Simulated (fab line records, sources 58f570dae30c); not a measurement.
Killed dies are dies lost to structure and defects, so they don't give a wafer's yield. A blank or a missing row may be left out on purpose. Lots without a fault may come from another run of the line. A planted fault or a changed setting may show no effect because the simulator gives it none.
Split-lot experiment | flow berkeley_cmos170 | 5 lots, 23 wafers read, on a route of 331 steps

THE SPLIT
At UCB170_SILICIDE_SPUTTER_01 (material Ti, target thk 30 nm, time 25 s), the setting power_w was moved away from the recipe's 1500 W on 5 of the 23 wafers read, by -11.8% to +10.0%. The other wafers ran this setting at the recipe's value.

FROM THE SPLIT TO THE READING: what the file shows between them, 1 step
- UCB170_SILICIDE_RS_MEAS_02: measures by four-point-probe

THE READING
SILICIDE_TI_THK, in nm, at UCB170_SILICIDE_THK_MEAS_03 (measures by xrf). Fault-free wafers of this fab line usually give 30.1 nm, standard deviation 0.35 nm.

wafer  | tool, chamber at the split | power_w as run, W | against the recipe | SILICIDE_TI_THK, nm | against lot-mates on the recipe
L076.1 | pvd_sputter-02, -          | 1500              | recipe             | 30.1                | -
L076.2 | pvd_sputter-02, -          | 1500              | recipe             | 30.2                | -
L076.3 | pvd_sputter-02, -          | 1500              | recipe             | 30.1                | -
L076.4 | pvd_sputter-02, -          | 1500              | recipe             | 29.8                | -
L076.5 | pvd_sputter-02, -          | 1500              | recipe             | 29.8                | -
L079.1 | pvd_sputter-02, -          | 1500              | recipe             | 30.2                | -
L079.3 | pvd_sputter-02, -          | 1323              | -11.8%             | 26.3                | -3.9
L079.4 | pvd_sputter-02, -          | 1500              | recipe             | 30.1                | -
L079.5 | pvd_sputter-02, -          | 1500              | recipe             | 30.4                | -
L079.6 | pvd_sputter-02, -          | 1323              | -11.8%             | 26.8                | -3.4
L078.1 | pvd_sputter-03, -          | 1500              | recipe             | 29.8                | -
L078.3 | pvd_sputter-03, -          | 1500              | recipe             | 29.8                | -
L078.6 | pvd_sputter-03, -          | 1500              | recipe             | 30.1                | -
L082.1 | pvd_sputter-04, -          | 1500              | recipe             | 30.9                | -
L082.2 | pvd_sputter-04, -          | 1500              | recipe             | 30.5                | -
L082.3 | pvd_sputter-04, -          | 1500              | recipe             | 30.3                | -
L082.4 | pvd_sputter-04, -          | 1500              | recipe             | 30.7                | -
L082.5 | pvd_sputter-04, -          | 1500              | recipe             | 30.7                | -
L085.1 | pvd_sputter-02, -          | 1650              | +10.0%             | 33.0                | +2.9
L085.2 | pvd_sputter-02, -          | 1500              | recipe             | 30.0                | -
L085.3 | pvd_sputter-02, -          | 1650              | +10.0%             | 33.0                | +2.9
L085.4 | pvd_sputter-02, -          | 1650              | +10.0%             | 33.0                | +2.9
L085.5 | pvd_sputter-02, -          | 1500              | recipe             | 30.1                | -

THE FIT
A straight line over all 23 wafers: SILICIDE_TI_THK changes by +0.294 nm for each +1% of power_w; r = +0.98; the points scatter about the line by 0.31 nm.
The same after taking each lot's own level away (the mean of its wafers on the recipe; 23 wafers): +0.303 nm for each +1%; r = +0.99; scatter 0.17 nm.
On that fit, the largest move of power_w shifts the reading by 3.6 nm.
The lots' own levels span 29.90 to 30.62 nm, that is 2.1 times the standard deviation above.
So the lot-to-lot level changes the slope little: the two slopes agree.
Check: with one of the wafers moved furthest among these (-11.8%) left out of the fit, the line predicts -3.46 nm for it against its lot-mates. It came out at -3.93 nm against them.

OTHER SPLITS ON THESE WAFERS
These wafers also went through other splits before the reading. Each is held against what the fit with the lots' levels taken away leaves over:
other split on the same wafers   | wafers away from the commonest value | r with SILICIDE_TI_THK (lot level and that fit taken away)
UCB170_FIELD_WET_ETCH_04 time_s  | 15                                   | +0.12
UCB170_PVT_COAT_01 resist_thk_nm | 7                                    | -0.31
UCB170_NLDD_PEB_04 peb_temp_c    | 10                                   | +0.17

THE WHOLE CHAIN: every reading that the file lists as answering this split, in the file's order
step                        | what it does                             | reading                                                                           | change (the file's fit)             | r (the file's)
UCB170_SILICIDE_SPUTTER_01  | material Ti, target thk 30 nm, time 25 s | Ti_of_SILICIDE_SPUTTER_01.thk_nm (the simulator's own value, which no gauge read) | +0.3 nm for each +1% of the setting | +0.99
UCB170_SILICIDE_RS_MEAS_02  | measures by four-point-probe             | SILICIDE_TI_RS                                                                    | -0.325 for each +1% of the setting  | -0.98
UCB170_SILICIDE_THK_MEAS_03 | measures by xrf                          | SILICIDE_TI_THK                                                                   | +0.304 for each +1% of the setting  | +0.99

THE FILE'S OWN FIT
SILICIDE_TI_THK changes by +0.304 nm for each +1% of power_w, r = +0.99.
